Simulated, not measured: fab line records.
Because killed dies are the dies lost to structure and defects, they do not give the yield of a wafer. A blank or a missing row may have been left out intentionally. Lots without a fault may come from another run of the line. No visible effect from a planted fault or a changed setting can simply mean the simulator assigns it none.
Check for tools in common | flow berkeley cmos170 | Sampled: 14 lots, 42 wafers

## WHY IT WAS OPENED
3 of 14 lots carry a flag on the reading NLDD_TW at UCB170_NLDD_TW_MEAS_11. No-fault wafers: 2201, standard deviation 14.
Rule: a lot gets a flag if all its wafers with a number sit over 4 standard deviations from that mean, or if no wafer of it has a number. All remaining lots are regarded as sound.

lot  | measured     | on            | NLDD_TW, wafer by wafer | flag
L215 | day 7 04:40  | film metro-01 | 2218 2203 2220          |
L216 | day 7 19:33  | film metro-02 | 2194 2189 2187          |
L217 | day 7 19:59  | film metro-04 | 2213 2210 2207          |
L218 | day 8 07:48  | film metro-01 | 2229 2227 2225          |
L220 | day 8 15:26  | film metro-04 | 2211 2220 2206          |
L219 | day 8 15:53  | film metro-04 | 2206 2222 2217          |
L221 | day 8 16:30  | film metro-02 | 2206 2194 2203          |
L223 | day 9 02:32  | film metro-02 | 2175 2184 2186          |
L222 | day 9 02:56  | film metro-04 | 2202 2202 2203          |
L224 | day 9 14:04  | film metro-04 | 2209 2203 2206          |
L225 | day 9 23:02  | film metro-02 | 2175 2183 2178          |
L229 | day 10 16:31 | film metro-04 | 3127 3122 3130          | FLAGGED
L230 | day 11 07:57 | film metro-04 | 3124 3104 3107          | FLAGGED
L231 | day 11 08:31 | film metro-04 | 3110 3135 3118          | FLAGGED
Average over the flagged lots: 3120; offset from the usual +919, equal to +66 standard deviations.

## TOOL THAT RAN EACH LOT
2 process steps preceding the reading are held in the record, out of 331 steps in the route. Every cell lists first the tool, next ch and the chambers used by the sampled wafers, and last the start.
lot  | flag    | UCB170_NLDD_IMPLANT_08          | UCB170_NLDD_STRIP_10
L215 |         | implanter-01 ch 0, day 7 04:16  | plasma asher-02 ch 0,1, day 7 04:34
L216 |         | implanter-03 ch 0, day 7 19:10  | plasma asher-02 ch 0,1, day 7 19:26
L217 |         | implanter-01 ch 0, day 7 19:35  | plasma asher-01 ch 0,1, day 7 19:53
L218 |         | implanter-03 ch 0, day 8 07:24  | plasma asher-02 ch 0,1, day 8 07:42
L220 |         | implanter-04 ch 0, day 8 15:02  | plasma asher-02 ch 0,1, day 8 15:20
L219 |         | implanter-03 ch 0, day 8 15:29  | plasma asher-01 ch 0,1, day 8 15:47
L221 |         | implanter-01 ch 0, day 8 16:06  | plasma asher-02 ch 0,1, day 8 16:24
L223 |         | implanter-03 ch 0, day 9 02:08  | plasma asher-02 ch 0,1, day 9 02:26
L222 |         | implanter-01 ch 0, day 9 02:33  | plasma asher-01 ch 1, day 9 02:49
L224 |         | implanter-01 ch 0, day 9 13:41  | plasma asher-01 ch 0,1, day 9 13:57
L225 |         | implanter-03 ch 0, day 9 22:38  | plasma asher-01 ch 0,1, day 9 22:56
L229 | FLAGGED | implanter-01 ch 0, day 10 16:07 | plasma asher-01 ch 0,1, day 10 16:25
L230 | FLAGGED | implanter-01 ch 0, day 11 07:34 | plasma asher-01 ch 0,1, day 11 07:50
L231 | FLAGGED | implanter-01 ch 0, day 11 08:10 | plasma asher-03 ch 0,1, day 11 08:26
What these steps do:
- UCB170_NLDD_IMPLANT_08
- UCB170_NLDD_STRIP_10: strips in O2.
- UCB170_NLDD_TW_MEAS_11

## FLAGGED AGAINST TOTAL, ONE TOOL AT A TIME (gauges that did the reading follow at the end)
step                   | tool            | lots run | flagged | share of the flagged lots | sound lots run after its first flagged lot
UCB170_NLDD_IMPLANT_08 | implanter-01    | 8        | 3       | all                       | 0
UCB170_NLDD_IMPLANT_08 | implanter-03    | 5        | 0       | none                      | -
UCB170_NLDD_IMPLANT_08 | implanter-04    | 1        | 0       | none                      | -
UCB170_NLDD_STRIP_10   | plasma asher-01 | 7        | 2       | some                      | 0
UCB170_NLDD_STRIP_10   | plasma asher-02 | 6        | 0       | none                      | -
UCB170_NLDD_STRIP_10   | plasma asher-03 | 1        | 1       | some                      | 0
UCB170_NLDD_TW_MEAS_11 | film metro-01   | 2        | 0       | none                      | -
UCB170_NLDD_TW_MEAS_11 | film metro-02   | 4        | 0       | none                      | -
UCB170_NLDD_TW_MEAS_11 | film metro-04   | 8        | 3       | all                       | 0

## THE TABLE: WHAT IT ALLOWS
Rows of the table that ran all the flagged lots, 2 in number: implanter-01 at UCB170_NLDD_IMPLANT_08; film metro-04 at UCB170_NLDD_TW_MEAS_11.
- implanter-01 at UCB170_NLDD_IMPLANT_08 ran 8 lots, 3 of them flagged. A fault beginning between L224 (day 9 13:41), its last sound lot, and L229 (day 10 16:07), its first flagged one, fits the data. Its own readings (beam on s, dose ions cm2, faraday current uA) fall more than 4 standard deviations out on all wafers of the flagged lots.
- film metro-04 at UCB170_NLDD_TW_MEAS_11 ran 8 lots, 3 of them flagged. A fault beginning between L224 (day 9 14:04), its last sound lot, and L229 (day 10 16:31), its first flagged one, fits the data.
These 2 tools cannot be told apart by counting lots, since each of them fits a fault that started at some hour. More lots, or a look at what each step does to the wafer, might.

## WHAT THE SIMULATOR PUT IN
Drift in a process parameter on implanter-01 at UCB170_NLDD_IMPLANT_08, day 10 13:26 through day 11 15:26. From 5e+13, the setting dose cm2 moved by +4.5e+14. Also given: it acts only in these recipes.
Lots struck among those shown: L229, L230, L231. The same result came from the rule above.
